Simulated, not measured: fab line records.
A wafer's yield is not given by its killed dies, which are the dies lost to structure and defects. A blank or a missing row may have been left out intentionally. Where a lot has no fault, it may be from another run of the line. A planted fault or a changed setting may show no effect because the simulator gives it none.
fab line records + flow ritCmos
[record]
- lots = 6
- wafers = 18
- lastDay = 7
route steps=202 shown NSD@131 PSD@142 M1@202
lots untouched by any fault: they come from a run of this same line in which no faults occurred
startH: the number of hours between the record's first day and the start of the first shown wafer of the lot + waitH: hours since the lot's step before + " unchanged from the row above + L1.1+2: a single row standing in for several wafers + - no value present, or no start provided + * or withheld: withheld + < > ~ a bound
route shown NAME@n: names a module that has steps shown in the file, with the first one's number in the route + usual: mean and standard deviation over wafers with no fault + same: alike in all rows + chamber/n: place in a boat + sites: each site's reading + _std_site: how widely they spread, as a standard deviation + _edge_site: inner sites' mean taken away from outer sites' mean + radiusMm: how far each site lies from the wafer's centre + mask NAME#n: copy n + behind: the last tool/chamber to shape the wafer + hold: the reason the lot was held/the length of the hold in hours/how it ended + device: transistor that didn't switch, given as n, p or np + end of line: the tests these same wafers got at the end of their route + a step without rows: its recipe alone + killed: not the wafer's yield, but the dies lost to structure and defects at the first sort + map: per-die view of a wafer (x killed, . not killed, _ where there is no die)
set.NAME: the setting the step ran with; set.NAME@STEP: the setting that earlier step ran with + model.NAME: the simulator's own value behind a step, which no gauge read
lots at selected steps of the route; one table per step, one row per wafer
services: from which hour (startH, from the record's first day; less than 0 if before it) a tool's chamber was out of use, for how many hours, and why
[[steps]]
[step RIT_NSD_HMDS_00]
[recipe]
- primeTimeS = 60
- primeTempC = 140
[step RIT_NSD_COAT_01]
[recipe]
- resist = NOVOLAK
- spinRpm = 3250
- resistThkNm = 1000
[step RIT_NSD_SOFTBAKE_02]
[recipe]
- resist = NOVOLAK
- tempC = 90
- timeS = 60
[step RIT_NSD_EXPOSE_03]
[recipe]
- maskId = M9
- na = 0.57
- targetCdNm = 40700
- doseMj = 250
[step RIT_NSD_PEB_04]
[recipe]
- resist = NOVOLAK
- tempC = withheld
- timeS = withheld
[step RIT_NSD_DEVELOP_05]
[recipe]
- resist = NOVOLAK
- developTimeS = 50
- devTempC = 23
[step RIT_NSD_OVL_MEAS_06]
[usual]
- NSD_OVL = -1.5/2
| lot.wafer | tool       | chamber | startH | waitH | NSD_OVL[nm] |
|-----------|------------|---------|--------|-------|-------------|
| L374.4    | overlay-02 | -       | 48.28  | -     | 0.4         |
| L374.5    | "          | -       | "      | "     | -0.2        |
| L374.6    | "          | -       | "      | "     | 1.0         |
| L375.1    | overlay-02 | -       | 51.30  | -     | -1.7        |
| L375.5    | "          | -       | "      | "     | -2.4        |
| L375.6    | "          | -       | "      | "     | -2.5        |
| L381.2    | overlay-01 | -       | 82.45  | -     | -1.1        |
| L381.5    | "          | -       | "      | "     | -1.4        |
| L381.6    | "          | -       | "      | "     | 0.0         |
| L389.2    | overlay-02 | -       | 121.51 | -     | 0.9         |
| L389.3    | "          | -       | "      | "     | 0.0         |
| L389.5    | "          | -       | "      | "     | 0.3         |
| L393.3    | overlay-02 | -       | 142.23 | -     | -0.3        |
| L393.4    | "          | -       | "      | "     | -3.4        |
| L393.5    | "          | -       | "      | "     | -3.6        |
| L395.1    | overlay-01 | -       | 153.72 | -     | -4.6        |
| L395.5    | "          | -       | "      | "     | -3.2        |
| L395.6    | "          | -       | "      | "     | -3.5        |
[step RIT_NSD_HARDBAKE_07]
[recipe]
- resist = NOVOLAK
- tempC = 140
- timeS = 60
[step RIT_NSD_IMPLANT_08]
[recipe]
- species = P
- energyKev = 25
- doseCm2 = 1e+15
- tiltDeg = 7
[step RIT_NSD_STRIP_09]
[recipe]
- chemistry = O2
- timeS = 180
- resist = NOVOLAK
- platenTempC = withheld
- powerW = 500
- pressureMtorr = 4000
- o2FlowSccm = 4000
[usual]
- drypumpMotorCurrentA = 5.6/0.4
| lot.wafer | tool           | chamber | startH | waitH | drypumpMotorCurrentA | rfHoursCounterH |
|-----------|----------------|---------|--------|-------|----------------------|-----------------|
| L374.4    | plasmaAsher-03 | 0       | 48.66  | 0.1   | 5.9                  | -               |
| L374.5    | "              | 0       | "      | "     | 5.9                  | -               |
| L374.6    | "              | 1       | "      | "     | 5.5                  | -               |
| L375.1    | plasmaAsher-03 | 0       | 51.63  | 0.1   | 6.0                  | 44              |
| L375.5    | "              | 0       | "      | "     | 6.0                  | -               |
| L375.6    | "              | 1       | "      | "     | 5.4                  | -               |
| L381.2    | plasmaAsher-04 | 0       | 82.78  | 0.1   | 5.4                  | 49              |
| L381.5    | "              | 0       | "      | "     | 5.4                  | -               |
| L381.6    | "              | 1       | "      | "     | 5.0                  | -               |
| L389.2    | plasmaAsher-04 | 1       | 121.84 | 0.1   | 5.0                  | 54              |
| L389.3    | "              | 0       | "      | "     | 5.4                  | -               |
| L389.5    | "              | 1       | "      | "     | 5.1                  | -               |
| L393.3    | plasmaAsher-01 | 0       | 142.62 | 0.1   | 6.2                  | -               |
| L393.4    | "              | 1       | "      | "     | 5.8                  | -               |
| L393.5    | "              | 1       | "      | "     | 5.8                  | -               |
| L395.1    | plasmaAsher-03 | 0       | 154.06 | 0.1   | 6.0                  | 51              |
| L395.5    | "              | 1       | "      | "     | 5.5                  | -               |
| L395.6    | "              | 0       | "      | "     | 5.9                  | -               |
[step RIT_NSD_TW_MEAS_10]
[usual]
- NSD_TW = 3100/16
| lot.wafer | tool         | chamber | startH | waitH | NSD_TW |
|-----------|--------------|---------|--------|-------|--------|
| L374.4    | filmMetro-04 | -       | 48.80  | 0.1   | 3118   |
| L374.5    | "            | -       | "      | "     | 3092   |
| L374.6    | "            | -       | "      | "     | 3108   |
| L375.1    | filmMetro-03 | -       | 51.81  | 0.1   | 3099   |
| L375.5    | "            | -       | "      | "     | 3088   |
| L375.6    | "            | -       | "      | "     | 3110   |
| L381.2    | filmMetro-04 | -       | 82.96  | 0.1   | 3081   |
| L381.5    | "            | -       | "      | "     | 3084   |
| L381.6    | "            | -       | "      | "     | 3065   |
| L389.2    | filmMetro-03 | -       | 122.03 | 0.1   | 3109   |
| L389.3    | "            | -       | "      | "     | 3112   |
| L389.5    | "            | -       | "      | "     | 3097   |
| L393.3    | filmMetro-04 | -       | 142.75 | 0.1   | 3064   |
| L393.4    | "            | -       | "      | "     | 3079   |
| L393.5    | "            | -       | "      | "     | 3081   |
| L395.1    | filmMetro-02 | -       | 154.23 | 0.1   | 3066   |
| L395.5    | "            | -       | "      | "     | 3068   |
| L395.6    | "            | -       | "      | "     | 3070   |
[step RIT_PSD_HMDS_00]
[recipe]
- primeTimeS = 60
- primeTempC = 140
[step RIT_PSD_COAT_01]
[recipe]
- resist = NOVOLAK
- spinRpm = 3318
- resistThkNm = 1000
[usual]
- chillPlateTempC = 22.98/0.11
| lot.wafer | tool          | chamber | startH | waitH | chillPlateTempC | model.NOVOLAK_of_PSD_COAT_01.thkNm |
|-----------|---------------|---------|--------|-------|-----------------|------------------------------------|
| L374.4    | lithoTrack-01 | 0       | 49.06  | 0.1   | 23.16           | 987.5                              |
| L374.5    | "             | 0       | "      | "     | 23.07           | 988                                |
| L374.6    | "             | 0       | "      | "     | 22.82           | 989.3                              |
| L375.1    | lithoTrack-04 | 0       | 52.02  | 0.1   | 23.15           | 993.6                              |
| L375.5    | "             | 0       | "      | "     | 23.29           | 992.4                              |
| L375.6    | "             | 0       | "      | "     | 23.03           | 992.7                              |
| L381.2    | lithoTrack-03 | 0       | 83.19  | 0.1   | 23.00           | 988.9                              |
| L381.5    | "             | 0       | "      | "     | 22.93           | 988.2                              |
| L381.6    | "             | 0       | "      | "     | 22.92           | 988.3                              |
| L389.2    | lithoTrack-01 | 0       | 122.25 | 0.1   | 22.97           | 992.6                              |
| L389.3    | "             | 0       | "      | "     | 22.93           | 989.4                              |
| L389.5    | "             | 0       | "      | "     | 22.96           | 990.5                              |
| L393.3    | lithoTrack-01 | 0       | 142.99 | 0.1   | 23.16           | 921.5                              |
| L393.4    | "             | 0       | "      | "     | 23.18           | 917.9                              |
| L393.5    | "             | 0       | "      | "     | 22.95           | 919.4                              |
| L395.1    | lithoTrack-01 | 0       | 154.53 | 0.1   | 23.01           | 919.3                              |
| L395.5    | "             | 0       | "      | "     | 22.70           | 917.3                              |
| L395.6    | "             | 0       | "      | "     | 22.87           | 920.8                              |
[step RIT_PSD_SOFTBAKE_02]
[recipe]
- resist = NOVOLAK
- tempC = 90
- timeS = 60
[step RIT_PSD_EXPOSE_03]
[recipe]
- maskId = M10
- na = 0.57
- targetCdNm = 40900
- doseMj = 250
[step RIT_PSD_PEB_04]
[recipe]
- resist = NOVOLAK
- tempC = withheld
- timeS = withheld
[step RIT_PSD_DEVELOP_05]
[recipe]
- resist = NOVOLAK
- developTimeS = 50
- devTempC = 23
[step RIT_PSD_OVL_MEAS_06]
[usual]
- PSD_OVL = -0.6/1.1
| lot.wafer | tool       | chamber | startH | waitH | PSD_OVL[nm] |
|-----------|------------|---------|--------|-------|-------------|
| L374.4    | overlay-01 | -       | 49.83  | -     | -0.3        |
| L374.5    | "          | -       | "      | "     | 0.9         |
| L374.6    | "          | -       | "      | "     | 0.6         |
| L375.1    | overlay-02 | -       | 52.72  | -     | 0.0         |
| L375.5    | "          | -       | "      | "     | -1.1        |
| L375.6    | "          | -       | "      | "     | -0.3        |
| L381.2    | overlay-02 | -       | 84.00  | -     | 1.0         |
| L381.5    | "          | -       | "      | "     | -0.8        |
| L381.6    | "          | -       | "      | "     | 0.1         |
| L389.2    | overlay-01 | -       | 123.06 | -     | 0.6         |
| L389.3    | "          | -       | "      | "     | 0.1         |
| L389.5    | "          | -       | "      | "     | 0.9         |
| L393.3    | overlay-01 | -       | 143.65 | -     | -0.3        |
| L393.4    | "          | -       | "      | "     | 0.3         |
| L393.5    | "          | -       | "      | "     | 0.1         |
| L395.1    | overlay-01 | -       | 155.35 | -     | -1.7        |
| L395.5    | "          | -       | "      | "     | -1.5        |
| L395.6    | "          | -       | "      | "     | -2.7        |
[step RIT_PSD_HARDBAKE_07]
[recipe]
- resist = NOVOLAK
- tempC = 139.5
- timeS = 60
[usual]
- chillPlateTempC = 22.99/0.1
| lot.wafer | tool          | chamber | startH | waitH | chillPlateTempC | model.NOVOLAK_of_PSD_COAT_01.thkNm |
|-----------|---------------|---------|--------|-------|-----------------|------------------------------------|
| L374.4    | lithoTrack-03 | 0       | 49.92  | 0.1   | 23.10           | 873.5                              |
| L374.5    | "             | 0       | "      | "     | 22.87           | 873.9                              |
| L374.6    | "             | 0       | "      | "     | 22.94           | 875.1                              |
| L375.1    | lithoTrack-04 | 0       | 52.76  | 0.0   | 23.05           | 878.9                              |
| L375.5    | "             | 0       | "      | "     | 22.94           | 877.9                              |
| L375.6    | "             | 0       | "      | "     | 22.86           | 878.1                              |
| L381.2    | lithoTrack-01 | 0       | 84.05  | 0.0   | 22.96           | 874.7                              |
| L381.5    | "             | 0       | "      | "     | 22.93           | 874.2                              |
| L381.6    | "             | 0       | "      | "     | 23.11           | 874.3                              |
| L389.2    | lithoTrack-03 | 0       | 123.11 | 0.0   | 22.98           | 878.1                              |
| L389.3    | "             | 0       | "      | "     | 22.93           | 875.3                              |
| L389.5    | "             | 0       | "      | "     | 23.16           | 876.1                              |
| L393.3    | lithoTrack-03 | 0       | 143.73 | 0.1   | 22.94           | 815.7                              |
| L393.4    | "             | 0       | "      | "     | 22.95           | 812.5                              |
| L393.5    | "             | 0       | "      | "     | 23.01           | 813.9                              |
| L395.1    | lithoTrack-04 | 0       | 155.39 | 0.0   | 23.09           | 813.7                              |
| L395.5    | "             | 0       | "      | "     | 23.04           | 812                                |
| L395.6    | "             | 0       | "      | "     | 22.87           | 815.1                              |
[step RIT_PSD_IMPLANT_08]
[recipe]
- species = BF2
- energyKev = 27
- doseCm2 = 5e+15
- tiltDeg = 7
[step RIT_M1_PROBE_99]
[usual]
- killedAtContacts = 0.1/0.24
- killedAtFrontEnd = 7/3
- killedDies = 7/3
- killedOpen = 3.2/1.8
- killedShort = 3.5/2.1
[same]
- grossDies = 264
- killed_at_M0_to_M3 = 0
- killed_at_M4_up = 0
- killedAtBackSide = 0
- killedAtOther = 0
| lot.wafer | tool      | chamber | startH | waitH | killedAtContacts | killedAtFrontEnd | killedDies | killedOpen | killedShort |
|-----------|-----------|---------|--------|-------|------------------|------------------|------------|------------|-------------|
| L374.4    | prober-01 | -       | 58.93  | 0.2   | 0                | 5                | 5          | 0          | 5           |
| L374.5    | prober-01 | -       | 58.98  | 0.2   | 0                | 2                | 2          | 0          | 2           |
| L374.6    | prober-01 | -       | 59.03  | 0.2   | 0                | 5                | 5          | 2          | 3           |
| L381.2    | prober-01 | -       | 92.54  | 0.1   | 0                | 14               | 14         | 6          | 8           |
| L381.5    | prober-01 | -       | 92.69  | 0.2   | 0                | 9                | 9          | 4          | 5           |
| L381.6    | prober-01 | -       | 92.74  | 0.2   | 0                | 6                | 6          | 3          | 3           |
| L389.2    | prober-01 | -       | 132.67 | 0.1   | 0                | 2                | 2          | 1          | 1           |
| L389.3    | prober-01 | -       | 132.72 | 0.2   | 0                | 8                | 8          | 3          | 5           |
| L389.5    | prober-01 | -       | 132.82 | 0.2   | 0                | 6                | 6          | 3          | 3           |
| L393.3    | prober-01 | -       | 153.01 | 0.2   | 0                | 6                | 6          | 3          | 3           |
| L393.4    | prober-01 | -       | 153.06 | 0.2   | 0                | 6                | 6          | 3          | 3           |
| L393.5    | prober-01 | -       | 153.11 | 0.2   | 0                | 6                | 6          | 3          | 3           |
| L395.1    | prober-01 | -       | 163.72 | 0.1   | 0                | 6                | 6          | 3          | 3           |
| L395.5    | prober-01 | -       | 163.92 | 0.2   | 0                | 4                | 4          | 2          | 2           |
| L395.6    | prober-01 | -       | 163.97 | 0.2   | 0                | 5                | 5          | 2          | 3           |
// killed by level:class
L374.4 FOX1:geometricParticle:short=3 SPACER:geometricParticle:short=2
L374.5 FOX1:geometricParticle:short=1 REOX:geometricParticle:short=1
L374.6 FOX1:geometricParticle:open=2 FOX1:geometricParticle:short=2 FOX2:geometricParticle:short=1
L381.2 GATE:geometricParticle:short=4 FOX1:geometricParticle:open=3 GATE:geometricParticle:open=3 SILICIDE:geometricParticle:short=2 FOX1:geometricParticle:short=1 SPACER:geometricParticle:short=1
L381.5 FOX1:geometricParticle:open=3 GATE:geometricParticle:short=3 FOX1:geometricParticle:short=2 REOX:geometricParticle:open=1
L381.6 GATE:geometricParticle:open=2 FOX1:geometricParticle:short=1 REOX:geometricParticle:short=1 SPACER:geometricParticle:short=1 SILICIDE:geometricParticle:open=1
L389.2 GATE:geometricParticle:open=1 GATE:geometricParticle:short=1
L389.3 GATE:geometricParticle:short=3 GATE:geometricParticle:open=2 SPACER:geometricParticle:short=2 FOX1:geometricParticle:open=1
L389.5 GATE:geometricParticle:open=3 SPACER:geometricParticle:short=2 FOX2:geometricParticle:short=1
L393.3 SILICIDE:geometricParticle:short=2 FOX1:geometricParticle:open=1 GATE:geometricParticle:open=1 GATE:geometricParticle:short=1 SILICIDE:geometricParticle:open=1
L393.4 FOX2:geometricParticle:short=2 GATE:geometricParticle:open=2 FOX2:geometricParticle:open=1 SPACER:geometricParticle:short=1
L393.5 SPACER:geometricParticle:open=2 FOX2:geometricParticle:short=1 FOX2:geometricParticle:open=1 GATE:geometricParticle:short=1 SPACER:geometricParticle:short=1
L395.1 GATE:geometricParticle:open=2 FOX2:geometricParticle:open=1 FOX2:geometricParticle:short=1 GATE:geometricParticle:short=1 REOX:geometricParticle:short=1
L395.5 FOX1:geometricParticle:short=1 FOX2:geometricParticle:open=1 GATE:geometricParticle:short=1 REOX:geometricParticle:open=1
L395.6 FOX1:geometricParticle:open=2 SPACER:geometricParticle:short=2 FOX1:geometricParticle:short=1
[[services]]
| tool           | chamber | startH | hours | kind   |
|----------------|---------|--------|-------|--------|
| plasmaAsher-03 | -       | 25.21  | 1.6   | repair |
| plasmaAsher-03 | -       | 25.40  | 3.0   | repair |
| plasmaAsher-03 | -       | 60.21  | 2.8   | pm     |
| plasmaAsher-03 | -       | 81.50  | 28.1  | pm     |
| plasmaAsher-03 | -       | 131.59 | 9.1   | repair |
[[key]]
firstSign none at tools or gauges
[modelEffect]
- step = RIT_PSD_COAT_01
- value = NOVOLAK_of_PSD_COAT_01.thkNm
- without = 991.5
- struck = 919.4
[modelEffect]
- step = RIT_PSD_HARDBAKE_07
- value = NOVOLAK_of_PSD_COAT_01.thkNm
- without = 877
- struck = 813.8
metAt RIT_PSD_COAT_01
struckWafers L393.3,L393.4,L393.5,L395.1,L395.5,L395.6
testerLeftOut L393,L395
onsetBetween 122.25 142.99
alsoFits time
[fault]
- kind = processParameterDrift
- tool = lithoTrack-01
- chamber = -
- onsetH = 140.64
- steps = RIT_PSD_COAT_01
- channel = resistThkNm
- offset = -72.737
- shape = step
- endH = 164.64
- actsIn = theseRecipesOnly
- stated = 1000
// testerLeftOut: of these lots the tester's yield and bins aren't shown, on N5 and GAA mostly nor the transistor test; their killed dies are dies lost to structure and defects alone, not to doping, threshold or leakage, so they don't give the yield
